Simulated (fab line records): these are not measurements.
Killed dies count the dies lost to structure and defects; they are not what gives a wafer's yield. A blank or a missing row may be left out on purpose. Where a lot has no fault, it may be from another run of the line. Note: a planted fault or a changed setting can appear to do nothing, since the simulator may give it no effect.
fab line records | flow berkeley_cmos170
record: lots: 6 wafers: 18 last_day: 11
route steps=331 shown START@1 ZERO@6
lots with no fault: from the same line, run without faults
start_h: the number of hours between the record's first day and the start of the first shown wafer of the lot | wait_h: hours since the lot's step before | " same as the row above | L1.1+2: one row covering several wafers at once | - no value present, or no start provided | * or withheld: withheld | < > ~ a bound
route shown NAME@n: NAME is a module with steps in the file, n the number in the route of the first one | usual: average and standard deviation across the fault-free wafers | same: alike in all rows | chamber/n: place in a boat | sites: readings site by site | _std_site: how widely they spread, as a standard deviation | _edge_site: outer sites' mean less inner sites' | radius_mm: for every site, how far away it sits from the centre of the wafer | mask NAME#n: copy n | behind: the tool/chamber that last shaped the wafer | hold: cause of the lot's hold/its duration in hours/its outcome | device: the transistor (n, p or np) that didn't switch | end of line: at the end of the route, the tests of the same wafers | a step with no rows: only its recipe | killed: not the wafer's yield, but the dies lost to structure and defects at the first sort | map: dies across one wafer; x = killed, . = not, _ = none there
set.NAME: setting as actually run; set.NAME@STEP: the setting as run at that earlier step | model.NAME: the simulator's own value behind a step, which no gauge read
lots at selected steps of the route; one table per step, one row per wafer
services: when a tool's chamber went out of use (start_h, in hours from the record's first day, below 0 if earlier), for how many hours, and the reason
== steps ==
step: UCB170_START_BOW_MEAS_00
recipe: mode: bow
usual: INCOMING_BOW: -1/6.2
columns lot.wafer tool chamber start_h wait_h INCOMING_BOW[um]
L915.1 film_metro-03 - 30.00 - -6
L915.2 " - " " -10
L915.6 " - " " -5
L916.3 film_metro-03 - 35.04 - 5
L916.4 " - " " -1
L916.6 " - " " -1
L925.1 film_metro-02 - 80.00 - 1
L925.2 " - " " 5
L925.6 " - " " -1
L926.3 film_metro-04 - 85.04 - 3
L926.5 " - " " -15
L926.6 " - " " 6
L929.1 film_metro-02 - 100.00 - 7
L929.2 " - " " -3
L929.6 " - " " -7
L930.2 film_metro-03 - 105.02 - -2
L930.3 " - " " 1
L930.6 " - " " -6
step: UCB170_START_CLEAN_01
recipe: chemistry: dHF dilution: 25:1 time_s: 60
step: UCB170_START_OXIDATION_02
recipe: temp_c: 950 ambient: O2 target_thk_a: 200 ox_time_s: 1800
step: UCB170_START_THK_MEAS_03
recipe: reads: SiO2_of_START_OXIDATION_02
usual: START_OXIDE_THK: 20.0/0.31
columns lot.wafer tool chamber start_h wait_h START_OXIDE_THK[nm]
L915.1 film_metro-04 - 36.72 0.0 20.2
L915.2 " - " " 20.0
L915.6 " - " " 20.2
L916.3 film_metro-03 - 36.74 0.0 19.5
L916.4 " - " " 19.4
L916.6 " - " " 19.6
L925.1 film_metro-04 - 83.72 0.0 20.1
L925.2 " - " " 20.4
L925.6 " - " " 20.0
L926.3 film_metro-02 - 88.36 0.0 19.9
L926.5 " - " " 19.7
L926.6 " - " " 19.9
L929.1 film_metro-02 - 103.70 0.0 19.6
L929.2 " - " " 19.4
L929.6 " - " " 19.7
L930.2 film_metro-04 - 108.91 0.0 20.0
L930.3 " - " " 20.2
L930.6 " - " " 20.2
step: UCB170_START_ANNEAL_04
recipe: temp_c: 950 time_s: 1200 ambient: N2
step: UCB170_ZERO_HMDS_00
recipe: prime_time_s: 60 prime_temp_c: 100
step: UCB170_ZERO_COAT_01
recipe: resist: KrF spin_rpm: 1500 resist_thk_nm: 900
step: UCB170_ZERO_SOFTBAKE_02
recipe: resist: KrF temp_c: 130 time_s: 57.86
step: UCB170_ZERO_EXPOSE_03
recipe: mask_id: PM_MARKS na: 0.5 sigma_outer: 0.6 source_shape: conventional target_cd_nm: 4000 dose_mj: 30
step: UCB170_ZERO_PEB_04
recipe: peb_temp_c: 130 peb_time_s: withheld resist: KrF
step: UCB170_ZERO_DEVELOP_05
recipe: developer: TMAH develop_time_s: 45 resist: KrF dev_temp_c: 21
step: UCB170_ZERO_ETCH_06
recipe: chemistry: CHF3/CF4/Ar target: SiO2 time_s: 12 pressure_mtorr: 100 rf_w: 500 CHF3_flow_sccm: 50 cf4_flow_sccm: 10 Ar_flow_sccm: 120 over_etch_frac: 1.58
usual: CHF3_flow_sccm: 50.01/0.15 cf4_flow_sccm: 10.000/0.03 drypump_motor_current_A: 5.7/0.57 oes_product_au: 0.613/0.01 throttle_valve_pct: 9.24/0.12
columns lot.wafer tool chamber start_h wait_h CHF3_flow_sccm cf4_flow_sccm drypump_motor_current_A oes_product_au rf_hours_counter_h throttle_valve_pct
L915.1 rie_diel-03 2 41.84 - 50.23 10.009 6.2 0.615 149 9.05
L915.2 " 1 " " 49.81 10.030 5.9 0.614 150 9.24
L915.6 " 2 " " 50.12 9.992 6.2 0.614 - 9.07
L916.3 rie_diel-04 2 42.09 - 49.92 10.045 5.8 0.601 - 9.33
L916.4 " 1 " " 49.98 9.995 5.4 0.608 - 9.21
L916.6 " 1 " " 49.86 10.016 5.4 0.609 - 9.21
L925.1 rie_diel-04 3 86.18 - 49.84 10.041 6.3 0.599 142 9.33
L925.2 " 1 " " 50.10 10.005 5.4 0.614 6 9.18
L925.6 " 2 " " 49.98 9.951 5.8 0.600 - 9.32
L926.3 rie_diel-02 0 94.54 - 49.96 9.979 4.8 0.606 5 9.24
L926.5 " 2 " " 49.89 10.015 4.9 0.624 - 9.09
L926.6 " 3 " " 50.01 10.014 6.0 0.606 - 9.28
L929.1 rie_diel-03 0 109.44 - 49.77 10.077 5.5 0.624 8 9.36
L929.2 " 1 " " 50.12 10.017 6.0 0.614 153 9.21
L929.6 " 3 " " 49.94 9.987 4.9 0.631 - 9.44
L930.2 rie_diel-02 2 115.24 - 49.96 9.979 4.9 0.622 87 9.09
L930.3 " 0 " " 49.83 10.015 4.8 0.595 6 9.27
L930.6 " 2 " " 50.03 9.957 4.9 0.621 - 9.09
step: UCB170_ZERO_STRIP_07
recipe: chemistry: O2 power_w: 400 pressure_mtorr: 3500 platen_temp_c: withheld o2_flow_sccm: 400 overash_fraction: 0.5
usual: chamber_pressure_mTorr: 3500/3.3 drypump_motor_current_A: 5.7/0.39 oes_product_au: 0.727/0.0049 strip_time_to_endpoint_s: 21.50/0.067
columns lot.wafer tool chamber start_h wait_h chamber_pressure_mTorr drypump_motor_current_A oes_product_au rf_hours_counter_h strip_time_to_endpoint_s model.KrF_of_ZERO_COAT_01.thk_nm
L915.1 plasma_asher-02 1 41.86 0.0 - - - - - 888.8
L915.2 " 0 " " - - - - - 888.1
L915.6 " 1 " " - - - - - 887.3
L916.3 plasma_asher-02 0 42.15 0.0 - - - - - 889.7
L916.4 " 1 " " - - - - - 889.8
L916.6 " 0 " " - - - - - 890.5
L925.1 plasma_asher-03 0 86.20 0.0 3502 6.0 0.728 37 21.52 0
L925.2 " 1 " " 3494 5.7 0.725 37 21.45 0
L925.6 " 0 " " 3498 6.0 0.732 - 21.49 0
L926.3 plasma_asher-02 0 94.60 0.0 3500 5.6 0.727 - 21.40 0
L926.5 " 0 " " 3495 5.6 0.726 - 21.45 0
L926.6 " 1 " " 3505 5.9 0.726 - 21.40 0
L929.1 plasma_asher-03 0 109.47 0.0 3500 6.1 0.728 40 21.52 0
L929.2 " 1 " " 3496 5.7 0.728 40 21.50 0
L929.6 " 1 " " 3498 5.7 0.734 - 21.47 0
L930.2 plasma_asher-03 0 115.27 0.0 3503 6.0 0.727 42 21.37 0
L930.3 " 1 " " 3509 5.7 0.730 - 21.34 0
L930.6 " 1 " " 3503 5.7 0.727 - 21.41 0
== services ==
columns tool chamber start_h hours kind
rie_diel-04 0 40.84 2.4 repair
rie_diel-04 3 61.53 5.7 repair
rie_diel-02 1 63.60 3.9 repair
rie_diel-04 0 68.37 3.1 repair
rie_diel-03 1 70.19 5.0 repair
rie_diel-02 3 110.03 13.7 repair
== key ==
first_sign: step: UCB170_ZERO_STRIP_07 reading: tool_record direction: missing
effect none on later readings
model_effect: step: UCB170_ZERO_STRIP_07 value: KrF_of_ZERO_COAT_01.thk_nm without: 0 struck: 889
met_at UCB170_ZERO_STRIP_07
struck_wafers L915.1,L915.2,L915.6,L916.3,L916.4,L916.6
later_rows_left_out L915.1,L915.2,L915.6,L916.3,L916.4,L916.6
sort_left_out L915.1,L915.2,L915.6,L916.3,L916.4,L916.6
tester_left_out L915,L916
fault: kind: skipped_step_whole tool: plasma_asher-02 chamber: - onset_h: 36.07 steps: UCB170_ZERO_STRIP_07 scope: struck_lots_only
tester_left_out: of these lots the tester's yield and bins aren't shown, on N5 and GAA mostly nor the transistor test; their killed dies are dies lost to structure and defects alone, not to doping, threshold or leakage, so they don't give the yield
sort_left_out: the simulated sort isn't trusted on such a fault, so these wafers' sort isn't shown, and their yield isn't known
later_rows_left_out: the simulator's readings of these wafers behind a module that went badly wrong aren't trusted and aren't shown, but for the sort
